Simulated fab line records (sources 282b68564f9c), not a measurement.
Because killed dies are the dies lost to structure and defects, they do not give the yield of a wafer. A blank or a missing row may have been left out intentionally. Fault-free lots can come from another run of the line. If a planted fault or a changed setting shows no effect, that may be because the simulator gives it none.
What tool caused it? + flow rit-cmos + Sampling: 15 lots, 45 wafers, 6 of 202 route steps

## WHAT THE GAUGES READ, wafer by wafer
RIT_PWELL_TW_MEAS_10.
| lot  | measured    | on            | PWELL_TW       |
|------|-------------|---------------|----------------|
| L677 | day 1 23:59 | film-metro-01 | 960 953 957    |
| L678 | day 2 06:29 | film-metro-01 | 956 959 958    |
| L679 | day 2 10:36 | film-metro-04 | 955 954 955    |
| L680 | day 2 14:32 | film-metro-04 | 954 961 962    |
| L681 | day 2 18:32 | film-metro-02 | 947 955 949    |
| L682 | day 2 23:29 | film-metro-01 | 955 960 953    |
| L684 | day 3 11:02 | film-metro-01 | 952 949 952    |
| L685 | day 3 19:00 | film-metro-04 | 944 948 944    |
| L687 | day 4 00:33 | film-metro-04 | 950 949 946    |
| L688 | day 4 09:47 | film-metro-01 | 949 952 949    |
| L689 | day 4 15:36 | film-metro-04 | 954 950 951    |
| L690 | day 4 16:02 | film-metro-01 | 1189 1191 1191 |
| L691 | day 4 22:20 | film-metro-02 | 950 949 949    |
| L694 | day 5 17:35 | film-metro-02 | 1185 1186 1183 |
| L695 | day 5 17:50 | film-metro-01 | 1191 1190 1190 |

RIT_WELLDRIVE_RS_MEAS_02: measures by four-point-probe.
| lot  | measured    | on            | PWELL_RS (ohm/sq) |
|------|-------------|---------------|-------------------|
| L677 | day 2 05:15 | film-metro-02 | 427.7 428.8 429.3 |
| L678 | day 2 11:46 | film-metro-04 | 429.4 431.4 429.7 |
| L679 | day 2 15:52 | film-metro-04 | 429.7 427.2 429.1 |
| L680 | day 2 19:49 | film-metro-02 | 428.4 427.6 428.3 |
| L681 | day 2 23:47 | film-metro-04 | 429.6 429.5 429.6 |
| L682 | day 3 05:08 | film-metro-02 | 428.0 428.7 428.8 |
| L684 | day 3 16:18 | film-metro-02 | 431.8 430.1 430.4 |
| L685 | day 4 00:16 | film-metro-01 | 427.6 426.2 429.0 |
| L687 | day 4 07:32 | film-metro-02 | 428.6 429.0 429.2 |
| L688 | day 4 15:28 | film-metro-02 | 429.6 430.1 428.8 |
| L689 | day 4 20:52 | film-metro-01 | 429.3 429.7 429.7 |
| L690 | day 4 21:53 | film-metro-01 | 280.2 279.7 280.4 |
| L691 | day 5 04:19 | film-metro-02 | 427.4 429.1 428.3 |
| L694 | day 5 22:55 | film-metro-02 | 279.2 279.7 278.7 |
| L695 | day 6 03:47 | film-metro-02 | 280.8 280.3 280.7 |

RIT_NRETRO_OVL_MEAS_06.
| lot  | measured    | on         | NRETRO_OVL (nm) |
|------|-------------|------------|-----------------|
| L677 | day 2 06:28 | overlay-01 | 4.8 5.3 2.2     |
| L678 | day 2 12:50 | overlay-02 | 1.6 0.8 0.7     |
| L679 | day 2 16:59 | overlay-02 | 0.6 -0.9 -1.4   |
| L680 | day 2 20:48 | overlay-01 | 1.0 1.3 0.1     |
| L681 | day 3 00:55 | overlay-02 | 1.1 1.7 -0.6    |
| L682 | day 3 06:18 | overlay-01 | -1.3 -0.8 -2.6  |
| L684 | day 3 17:18 | overlay-02 | -0.2 -0.3 1.1   |
| L685 | day 4 01:16 | overlay-01 | 2.2 0.7 0.8     |
| L687 | day 4 08:32 | overlay-02 | 2.5 3.8 1.5     |
| L688 | day 4 16:35 | overlay-02 | 2.2 1.4 3.2     |
| L689 | day 4 21:58 | overlay-02 | 0.9 1.6 1.9     |
| L690 | day 4 22:59 | overlay-01 | 0.7 -0.6 1.6    |
| L691 | day 5 05:23 | overlay-01 | 0.1 0.7 0.1     |
| L694 | day 6 00:08 | overlay-02 | 0.2 0.5 1.2     |
| L695 | day 6 04:52 | overlay-02 | -2.3 1.0 0.8    |

RIT_M1_RS_MEAS_01: measures by four-point-probe.
| lot  | measured    | on            | M1_AL_RS (ohm/sq)    |
|------|-------------|---------------|----------------------|
| L677 | day 3 05:43 | film-metro-04 | 0.0773 0.0790 0.0779 |
| L678 | day 3 12:22 | film-metro-04 | 0.0777 0.0779 0.0785 |
| L679 | day 3 17:08 | film-metro-04 | 0.0781 0.0772 0.0772 |
| L680 | day 4 00:32 | film-metro-03 | 0.0763 0.0761 0.0776 |
| L681 | day 4 02:28 | film-metro-04 | 0.0783 0.0780 0.0783 |
| L682 | day 4 05:58 | film-metro-01 | 0.0771 0.0773 0.0771 |
| L684 | day 4 21:16 | film-metro-04 | 0.0781 0.0772 0.0790 |
| L685 | day 5 02:24 | film-metro-04 | 0.0761 0.0787 0.0766 |
| L687 | day 5 09:41 | film-metro-04 | 0.0785 0.0793 0.0792 |
| L688 | day 5 22:25 | film-metro-03 | 0.0777 0.0783 0.0772 |
| L689 | day 6 01:23 | film-metro-01 | 0.0802 0.0772 0.0790 |
| L690 | day 6 02:26 | film-metro-01 | 0.0786 0.0775 0.0789 |
| L691 | day 6 06:54 | film-metro-01 | 0.0789 0.0780 0.0786 |
| L694 | day 7 05:10 | film-metro-04 | 0.0783 0.0773 0.0782 |
| L695 | day 7 08:46 | film-metro-04 | 0.0798 0.0798 0.0802 |

## WHAT TOOL EACH LOT RAN ON (gives the tool, then ch and the chambers of the sampled wafers, and finally the start)
| lot  | RIT_PWELL_IMPLANT_08           | RIT_GATE_STRIP_20                   |
|------|--------------------------------|-------------------------------------|
| L677 | implanter-03 ch 0, day 1 23:40 | plasma-asher-01 ch 0,1, day 2 14:05 |
| L678 | implanter-04 ch 0, day 2 06:10 | plasma-asher-04 ch 0,1, day 2 20:40 |
| L679 | implanter-03 ch 0, day 2 10:17 | plasma-asher-01 ch 0,1, day 3 00:16 |
| L680 | implanter-04 ch 0, day 2 14:14 | plasma-asher-01 ch 0,1, day 3 07:33 |
| L681 | implanter-04 ch 0, day 2 18:13 | plasma-asher-02 ch 0,1, day 3 09:27 |
| L682 | implanter-01 ch 0, day 2 23:11 | plasma-asher-04 ch 0,1, day 3 13:38 |
| L684 | implanter-01 ch 0, day 3 10:43 | plasma-asher-02 ch 0,1, day 4 05:20 |
| L685 | implanter-03 ch 0, day 3 18:40 | plasma-asher-01 ch 0,1, day 4 10:43 |
| L687 | implanter-04 ch 0, day 4 00:13 | plasma-asher-04 ch 0,1, day 4 16:48 |
| L688 | implanter-04 ch 0, day 4 09:28 | plasma-asher-02 ch 0,1, day 5 04:16 |
| L689 | implanter-03 ch 0, day 4 15:17 | plasma-asher-04 ch 0,1, day 5 05:38 |
| L690 | implanter-04 ch 0, day 4 15:25 | plasma-asher-02 ch 0, day 5 06:37   |
| L691 | implanter-03 ch 0, day 4 22:04 | plasma-asher-04 ch 0,1, day 5 14:44 |
| L694 | implanter-01 ch 0, day 5 16:58 | plasma-asher-04 ch 0,1, day 6 08:29 |
| L695 | implanter-04 ch 0, day 5 17:14 | plasma-asher-04 ch 0,1, day 6 14:29 |
- RIT_PWELL_IMPLANT_08
- RIT_GATE_STRIP_20: strips in O2, time 180 s.

## WHAT THE TOOLS THEMSELVES READ (means of the sampled wafers that have a number; where no wafer has one, the mark that the record gives instead)
RIT_PWELL_IMPLANT_08.
| lot  | tool         | beam-energy-keV | faraday-current-uA |
|------|--------------|-----------------|--------------------|
| L677 | implanter-03 | 169.93          | 222                |
| L678 | implanter-04 | 170.03          | 225                |
| L679 | implanter-03 | 169.99          | 219                |
| L680 | implanter-04 | 169.98          | 223                |
| L681 | implanter-04 | 170.04          | 222                |
| L682 | implanter-01 | 169.97          | 223                |
| L684 | implanter-01 | 170.00          | 223                |
| L685 | implanter-03 | 170.05          | 220                |
| L687 | implanter-04 | 169.96          | 221                |
| L688 | implanter-04 | 169.89          | 223                |
| L689 | implanter-03 | 169.97          | 223                |
| L690 | implanter-04 | 170.03          | 223                |
| L691 | implanter-03 | 170.03          | 226                |
| L694 | implanter-01 | 169.95          | 220                |
| L695 | implanter-04 | 169.97          | 222                |

RIT_GATE_STRIP_20.
| lot  | tool            | chamber-pressure-mTorr (mTorr) | drypump-motor-current-A (A) |
|------|-----------------|--------------------------------|-----------------------------|
| L677 | plasma-asher-01 | 4005                           | 5.2                         |
| L678 | plasma-asher-04 | 4001                           | 5.5                         |
| L679 | plasma-asher-01 | 3997                           | 5.6                         |
| L680 | plasma-asher-01 | 3999                           | 5.2                         |
| L681 | plasma-asher-02 | 4000                           | 6.1                         |
| L682 | plasma-asher-04 | 3999                           | 5.5                         |
| L684 | plasma-asher-02 | 4000                           | 6.0                         |
| L685 | plasma-asher-01 | 3998                           | 5.6                         |
| L687 | plasma-asher-04 | 3998                           | 5.5                         |
| L688 | plasma-asher-02 | 4006                           | 6.0                         |
| L689 | plasma-asher-04 | 4003                           | 5.5                         |
| L690 | plasma-asher-02 | 3999                           | 6.5                         |
| L691 | plasma-asher-04 | 3999                           | 5.6                         |
| L694 | plasma-asher-04 | 4001                           | 5.5                         |
| L695 | plasma-asher-04 | 4004                           | 5.5                         |

## THE ANSWER, worked out from the rows above alone
Rule: the usual values come from the lots themselves. The widest of any qualifying gaps counts: lots, ordered by their means at a reading, are off when they make up no more than a third of the lots, leave a main group of 4 or more, and stand apart from it by 3 or more times the standard deviation of that group's means. A main group is skipped when, at the precision printed for the reading in the tables above, its means are all equal. Also off: a lot with no number at a reading for which 4 or more lots have one. All remaining lots with rows at the step are treated as sound. First the gauges in route order, then the tools' own readings, where a lot's mean is used as printed above. The first step at which some lot is off is used, and at that step the reading that is off furthest; a lot without a number counts as furthest.
Off: L690, L694, L695, at RIT_PWELL_TW_MEAS_10 (PWELL_TW). Mean 952 and standard deviation 4 in the main group.
If a tool, at a process step before that reading, ran all the lots that are off and no sound lot after the first of them, it fits. Gauges at RIT_PWELL_TW_MEAS_10: tried the same way as those tools. Not one of the candidates tried fits.

## WHAT WAS PUT IN BY THE SIMULATOR
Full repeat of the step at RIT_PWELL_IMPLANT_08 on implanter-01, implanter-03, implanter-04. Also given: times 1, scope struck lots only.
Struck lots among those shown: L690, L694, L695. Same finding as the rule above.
